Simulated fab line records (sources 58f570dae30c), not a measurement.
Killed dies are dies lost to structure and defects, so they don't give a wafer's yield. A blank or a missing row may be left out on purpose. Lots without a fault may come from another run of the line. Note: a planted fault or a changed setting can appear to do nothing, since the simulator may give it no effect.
A single fault, viewed from 2 desks -- flow berkeley-cmos170 -- numbers are kept per desk, each desk with only its own; the story behind them comes last

== THE TOOL OWNER'S DESK: implanter-04 ==
For each lot that ran on this tool, the mean over its sampled wafers that have a number, from the tool's own readings at UCB170_NWELL_IMPLANT_14. Marked OUT: a lot whose mean sits more than 4 standard deviations from the usual mean, which makes it out of limits; the brackets give that distance.
Columns: A = beam-energy-keV at UCB170_NWELL_IMPLANT_14, usual 150.00
lot,first seen here,A
L578,day 2 19:17,150.05
L579,day 3 01:08,150.00
L585,day 4 09:37,97.57 (-99 or more) OUT
L588,day 5 00:45,97.51 (-99 or more) OUT
L591,day 5 09:35,97.45 (-99 or more) OUT
This desk's verdict: out of limits on L585, L588, L591, starting with L585 at day 4 09:37 (beam-energy-keV at UCB170_NWELL_IMPLANT_14). L578, L579: within limits.

== FROM THE METROLOGY DESK ==
What the gauges read, lot by lot, whatever tool the lot ran on: means of the sampled wafers that have a number. Marked OUT: a lot whose mean sits more than 4 standard deviations from the usual mean, which makes it out of limits; the brackets give that distance.
Columns: A = NWELL_TW at UCB170_NWELL_TW_MEAS_16, usual 1252; B = ACTIVE_NITRIDE_THK at UCB170_ACTIVE_THK_MEAS_06, usual 219.8 nm; C = PLDD_TW at UCB170_PLDD_TW_MEAS_11, usual 1011; D = cd-nm at UCB170_PSD_CD_MEAS_06, usual 1200.2 nm
lot,first seen here,A,B,C,D
L577,day 2 19:32,1247,220.3,1013,1199.9
L578,day 2 19:32,1240,217.8,1005,1199.6
L579,day 3 01:22,1255,222.2,1010,1201.2
L585,day 4 09:52,1141 (-15) OUT,219.5,1005,1201.5
L588,day 5 00:59,1134 (-16) OUT,219.6,1008,1199.7
L591,day 5 09:50,1142 (-15) OUT,218.9,1005,1200.7
L592,day 5 21:20,1248,220.9,1017,1199.1
L593,day 5 21:36,1254,220.3,1016,1199.4
L595,day 6 10:05,1243,219.4,1015,1200.6
L597,day 6 20:22,1259,218.8,1018,1199.9
L598,day 7 01:12,1255,219.0,1007,1201.2
L599,day 7 05:40,1245,220.2,1014,1200.0
L600,day 7 10:43,1247,222.3,1005,1198.2
This desk's finding: out of limits on L585, L588, L591; first on L585, day 4 09:52 (NWELL_TW at UCB170_NWELL_TW_MEAS_16). L577, L578, L579, L592, L593, L595, L597, L598, L599, L600: within limits.

== TAKEN TOGETHER ==
An alarm could have come from the tool owner's desk at day 4 09:37, on L585, L588, L591.
The metrology desk could have raised an alarm at day 4 09:52, on L585, L588, L591.
The lots listed all ran UCB170_NWELL_IMPLANT_14 on implanter-04.

== WHAT THE SIMULATOR PUT IN ==
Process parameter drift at UCB170_NWELL_IMPLANT_14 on implanter-04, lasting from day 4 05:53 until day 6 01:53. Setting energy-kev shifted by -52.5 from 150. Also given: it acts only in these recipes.
Lots struck among those shown: L585, L588, L591.
Counting hours from when the fault started, the first reading out of limits came at 4 for the tool owner's desk and at 4 for the metrology desk.
